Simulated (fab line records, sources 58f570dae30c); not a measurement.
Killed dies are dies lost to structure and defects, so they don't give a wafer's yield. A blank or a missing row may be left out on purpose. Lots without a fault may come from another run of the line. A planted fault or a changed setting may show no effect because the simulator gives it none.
Which tool did it? | flow berkeley_cmos170 | 6 lots, 18 wafers sampled, at 2 steps of a route of 331

WHAT THE GAUGES READ, wafer by wafer
UCB170_SDANNEAL_RS_MEAS_02: measures by four-point-probe.
lot  | measured     | on            | PSD_RS (ohm/sq)
L583 | day 6 19:29  | film_metro-04 | 75.27 75.43 75.09
L586 | day 7 07:19  | film_metro-04 | 75.62 76.06 75.80
L591 | day 8 13:53  | film_metro-02 | 104.97 104.91 104.95
L597 | day 9 13:32  | film_metro-03 | 76.30 75.83 75.86
L598 | day 9 19:28  | film_metro-04 | 75.68 76.01 76.01
L605 | day 11 04:53 | film_metro-03 | 75.84 75.62 75.61

WHICH TOOL RAN EACH LOT (tool, then ch and the chambers of the sampled wafers, then the start)
lot  | UCB170_SDANNEAL_RTA_01
L583 | rtp_anneal-02 ch 0, day 6 19:25
L586 | rtp_anneal-02 ch 0, day 7 07:15
L591 | rtp_anneal-01 ch 0, day 8 13:48
L597 | rtp_anneal-02 ch 0, day 9 13:28
L598 | rtp_anneal-02 ch 0, day 9 19:25
L605 | rtp_anneal-02 ch 0, day 11 04:49
- UCB170_SDANNEAL_RTA_01: time 5 s.

THE ANSWER, worked out from the rows above alone
Rule: what is usual is taken from the lots themselves. Put in order of their means at a reading, lots are off if they are a third of the lots or fewer, leave a main group of 4 or more, and stand apart from it by a gap of 3 or more times the standard deviation of the main group's means; of several such gaps the widest counts. A main group whose means are all the same, to the digits that the tables above print for the reading, isn't used. A lot without any number at a reading at which 4 lots or more have one is off too. The other lots that the step has rows for count as sound.
Off: L591, at UCB170_SDANNEAL_RS_MEAS_02 (PSD_RS). The main group: mean 75.74 ohm/sq, standard deviation 0.26.
A tool fits if, at a process step before that reading, it ran every lot that is off, and no sound lot after the first of them. The gauges at UCB170_SDANNEAL_RS_MEAS_02 are tried like those tools. Can't be told from this: 2 tools fit, rtp_anneal-01 at UCB170_SDANNEAL_RTA_01, film_metro-02 at UCB170_SDANNEAL_RS_MEAS_02.

WHAT THE SIMULATOR HAD PUT IN
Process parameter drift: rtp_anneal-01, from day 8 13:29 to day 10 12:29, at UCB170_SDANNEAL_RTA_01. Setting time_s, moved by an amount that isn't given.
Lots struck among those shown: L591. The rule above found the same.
